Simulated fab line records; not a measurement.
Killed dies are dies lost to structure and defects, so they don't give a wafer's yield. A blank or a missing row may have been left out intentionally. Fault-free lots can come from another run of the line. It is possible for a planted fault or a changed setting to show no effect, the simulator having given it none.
Split-lot trial ; flow berkeley cmos170 ; 23 wafers read across 5 lots, on a route 331 steps long

== ABOUT THE SPLIT ==
At UCB170_M1_EXPOSE_06 (exposes mask METAL1, target cd 700 nm), the setting dose mj was moved away from the recipe's 21 on 10 of the 23 wafers read, by -6.9% to +5.7%. All remaining wafers had this setting at the recipe value.

== FROM THE SPLIT TO THE READING: what the file shows between them, 6 steps ==
- UCB170_M1_PEB_07
- UCB170_M1_DEVELOP_08: develop time 45 s
- UCB170_M1_CD_MEAS_09: target cd 700 nm
- UCB170_M1_ETCH_11: etches BARC in N2/H2 (also split here: source w)
- UCB170_M1_METAL_ETCH_12: etches Al in Cl2/BCl3, stops on PSG, target depth 780 nm, time 130 s (also split here: pressure mtorr)
- UCB170_M1_STRIP_13: strips in O2

== THE READING ==
cd nm, in nm, at UCB170_M1_CD_MEAS_90 (target cd 700 nm). On this fab line, fault-free wafers typically give 702.6 nm with a standard deviation of 2.5 nm.

wafer;tool, chamber at the split;dose mj as run;against the recipe;cd nm, nm;against lot-mates on the recipe
L076.3;krf scanner-01, 0;21;recipe;704.2;-
L076.4;krf scanner-01, 0;21;recipe;704.2;-
L076.6;krf scanner-01, 0;21;recipe;703.3;-
L078.1;krf scanner-01, 0;21;recipe;699.4;-
L078.2;krf scanner-01, 0;21;recipe;699.5;-
L078.4;krf scanner-01, 0;20.31;-3.3%;706.9;+6.9
L078.5;krf scanner-01, 0;21;recipe;701.0;-
L078.6;krf scanner-01, 0;20.31;-3.3%;707.0;+7.0
L079.1;krf scanner-02, 0;21;recipe;702.9;-
L079.2;krf scanner-02, 0;19.56;-6.9%;713.2;+10.4
L079.3;krf scanner-02, 0;19.56;-6.9%;717.5;+14.7
L079.5;krf scanner-02, 0;21;recipe;702.7;-
L079.6;krf scanner-02, 0;19.56;-6.9%;713.1;+10.3
L080.1;krf scanner-01, 0;21.63;+3.0%;696.1;-8.6
L080.2;krf scanner-01, 0;21.63;+3.0%;698.8;-6.0
L080.3;krf scanner-01, 0;21.63;+3.0%;697.9;-6.9
L080.5;krf scanner-01, 0;21;recipe;703.2;-
L080.6;krf scanner-01, 0;21;recipe;706.3;-
L083.2;krf scanner-01, 0;21;recipe;701.3;-
L083.3;krf scanner-01, 0;22.2;+5.7%;693.6;-9.0
L083.4;krf scanner-01, 0;21;recipe;703.6;-
L083.5;krf scanner-01, 0;22.2;+5.7%;693.3;-9.3
L083.6;krf scanner-01, 0;21;recipe;702.8;-

THE FIT
A straight line over all 23 wafers: cd nm changes by -1.67 nm for each +1% of dose mj; r = -0.96; the points scatter about the line by 1.8 nm.
The same after taking each lot's own level away (the mean of its wafers on the recipe; 23 wafers): -1.8 nm for each +1%; r = -0.98; scatter 1.4 nm.
The reading moves by 12 nm for the largest change in dose mj, on that fit.
The lots' own levels span 699.97 to 704.75 nm, that is 1.9 times the standard deviation above.
So the lot-to-lot level changes the slope little: the two slopes agree.
Check: +12.7 nm against its lot-mates is what the line predicts for one of the wafers moved furthest among these (-6.9%) when that wafer is left out of the fit. Against them it came out at +10.4 nm.

== ADDITIONAL SPLITS CARRIED BY THESE WAFERS ==
Before the reading, these wafers also passed through other splits. Each is held against what the fit with the lots' levels taken away leaves over:
other split on the same wafers;wafers away from the commonest value;r with cd nm (lot level and that fit taken away)
UCB170_CONTACT_CVD_01 sih4 flow sccm;15;-0.29
UCB170_M1_SPUTTER_00 time s;9;+0.21
UCB170_M1_ETCH_11 source w;11;-0.20
UCB170_M1_METAL_ETCH_12 pressure mtorr;15;+0.31

== THE WHOLE CHAIN: every reading that the file lists as answering this split, in the file's order ==
step;what it does;reading;change (the file's fit);r (the file's)
UCB170_M1_CD_MEAS_09;target cd 700 nm;cd nm;-1.77 nm for each +1% of the setting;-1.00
UCB170_M1_ETCH_11;etches BARC in N2/H2;M1.cd nm (the simulator's own value, which no gauge read);-1.77 nm for each +1% of the setting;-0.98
UCB170_M1_CD_MEAS_90;target cd 700 nm;cd nm;-1.79 nm for each +1% of the setting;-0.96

== THE FILE'S OWN FIT ==
cd nm changes by -1.79 nm for each +1% of dose mj, r = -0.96.
